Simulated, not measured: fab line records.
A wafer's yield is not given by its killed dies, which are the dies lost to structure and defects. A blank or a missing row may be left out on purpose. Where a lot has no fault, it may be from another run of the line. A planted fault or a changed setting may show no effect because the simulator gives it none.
Which tool is to blame? + flow berkeley-cmos170 + 21 wafers from 7 lots sampled at 3 of the route's 331 steps

## WHAT THE GAUGES SHOWED, per wafer
UCB170_PSD_TW_MEAS_10.
| lot  | measured     | on            | PSD_TW         |
|------|--------------|---------------|----------------|
| L404 | day 7 05:25  | film-metro-01 | 2354 2368 2357 |
| L408 | day 7 13:10  | film-metro-02 | 2345 2348 2345 |
| L411 | day 8 08:06  | film-metro-04 | 2319 2316 2325 |
| L413 | day 8 13:55  | film-metro-04 | 2325 2323 2325 |
| L419 | day 10 02:47 | film-metro-02 | 2342 2344 2347 |
| L424 | day 11 01:59 | film-metro-04 | 2699 2687 2683 |
| L426 | day 11 14:29 | film-metro-04 | 2317 2320 2335 |

## EACH LOT AND THE TOOL THAT RAN IT (in order: tool; ch and the chambers of the sampled wafers; start)
| lot  | UCB170_PSD_IMPLANT_08           | UCB170_PSD_STRIP_09                  |
|------|---------------------------------|--------------------------------------|
| L404 | implanter-01 ch 0, day 7 05:12  | plasma-asher-03 ch 0,1, day 7 05:20  |
| L408 | implanter-03 ch 0, day 7 12:55  | plasma-asher-02 ch 0,1, day 7 13:04  |
| L411 | implanter-02 ch 0, day 8 07:51  | plasma-asher-02 ch 0, day 8 08:00    |
| L413 | implanter-03 ch 0, day 8 13:41  | plasma-asher-04 ch 0,1, day 8 13:49  |
| L419 | implanter-01 ch 0, day 10 02:32 | plasma-asher-03 ch 0,1, day 10 02:41 |
| L424 | implanter-03 ch 0, day 11 01:44 | plasma-asher-03 ch 0,1, day 11 01:53 |
| L426 | implanter-01 ch 0, day 11 14:14 | plasma-asher-04 ch 0,1, day 11 14:23 |
- UCB170_PSD_IMPLANT_08
- UCB170_PSD_STRIP_09: strips in O2.

## THE ANSWER, worked out from the rows above alone
Rule: the usual values come from the lots themselves. The widest of any qualifying gaps counts: lots, ordered by their means at a reading, are off when they make up no more than a third of the lots, leave a main group of 4 or more, and stand apart from it by 3 or more times the standard deviation of that group's means. A main group is skipped when, at the precision printed for the reading in the tables above, its means are all equal. A lot without any number at a reading at which 4 lots or more have one is off too. Where the step has rows for the other lots, those lots are counted as sound.
Off: L424, at UCB170_PSD_TW_MEAS_10 (PSD_TW). Main group: mean 2336, sd 15.
A tool fits if, at a process step before that reading, it ran every lot that is off, and no sound lot after the first of them. Those tools and the gauges at UCB170_PSD_TW_MEAS_10 are tried in the same way. Undecided on this evidence; 2 tools fit (implanter-03 at UCB170_PSD_IMPLANT_08, plasma-asher-03 at UCB170_PSD_STRIP_09).

## WHAT HAD BEEN PUT IN BY THE SIMULATOR
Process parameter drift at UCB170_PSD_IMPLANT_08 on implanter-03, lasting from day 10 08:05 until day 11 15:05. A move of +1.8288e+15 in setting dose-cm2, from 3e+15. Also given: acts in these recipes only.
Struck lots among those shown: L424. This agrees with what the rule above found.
